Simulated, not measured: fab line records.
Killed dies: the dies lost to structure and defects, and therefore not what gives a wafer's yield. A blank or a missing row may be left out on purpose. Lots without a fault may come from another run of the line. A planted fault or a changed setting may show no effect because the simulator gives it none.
Code-filled problem report in 8D (eight disciplines) form | flow berkeley-cmos170 | the parts of the form that need people (team, actions taken, sign-off) are left out

1. WHAT WENT WRONG
chamber-pressure-mTorr at UCB170_V1_STRIP_15 reads a mean of 5248.1 mTorr on 6 wafers of 2 lots; wafers without a fault read 3500.4 mTorr with a standard deviation of 2.9. That is +99 or more standard deviations from the usual mean.
The step: strips in O2.
The first sign was on wafer L992.3 at day 10 12:53, on plasma-asher-04. Wafers with a number at this step in the record: 30, from 10 lots. Rule for "out" (also "out of limits"): further than 4 standard deviations from the usual mean. Any other wafer with a number is counted as sound.

2. WHAT IT IS, WHAT IT ISN'T
question                    | is                     | is not
which readings at this step | chamber-pressure-mTorr | drypump-motor-current-A, oes-product-au, strip-time-to-endpoint-s
which lots                  | L992, L995             | L978, L979, L980, L981, L982, L983, L997, L998
which wafers of those lots  | all that have a number | -
read on which tools         | plasma-asher-04        | plasma-asher-01, plasma-asher-02
when                        | from day 10 12:53      | up to then (18 sound wafers); but 6 sound wafers of L997, L998 came after

3. THE SUSPECTS, EACH WITH WHAT RULES IT OUT
Counting: any tool at a process step up to the reading is kept as a suspect provided that every lot that is out went through it and no sound lot did after the first of them.
- plasma-asher-04 at UCB170_V1_STRIP_15 (strips in O2): kept. It ran every lot that is out, first L992 (day 10 12:53), and no sound lot after that; its last sound lot up to then is L982 (day 8 03:47). Out on those wafers are its own readings of chamber-pressure-mTorr.
Remaining after the count: plasma-asher-04 at UCB170_V1_STRIP_15.

4. THE CAUSE (what the simulator had put in)
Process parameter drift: plasma-asher-04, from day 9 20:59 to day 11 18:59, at UCB170_V1_STRIP_15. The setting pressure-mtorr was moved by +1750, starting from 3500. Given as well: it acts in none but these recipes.
The count eliminated every tool but this one.

5. THE CHAIN OF EFFECTS, in route order
One row per reading whose mean, taken over the struck wafers that have a number, lies over 3 standard deviations from the usual. Scope: only readings with a usual standard deviation given in the record; hours: median across lots of the time from each lot's start at the first step in this table that gives one to its start at this step; sigmas: change in usual standard deviations.
hours | step               | reading                | usual        | on struck wafers | change  | sigmas
0     | UCB170_V1_STRIP_15 | chamber-pressure-mTorr | 3500.4 mTorr | 5248.1           | +1747.7 | +99 or more
Process steps it contains:
- UCB170_V1_STRIP_15: strips in O2.

6. WHAT WOULD HAVE CAUGHT IT SOONER
The fault began at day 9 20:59; the first out-of-limits reading in this record came at day 10 12:53, 16 hours later.
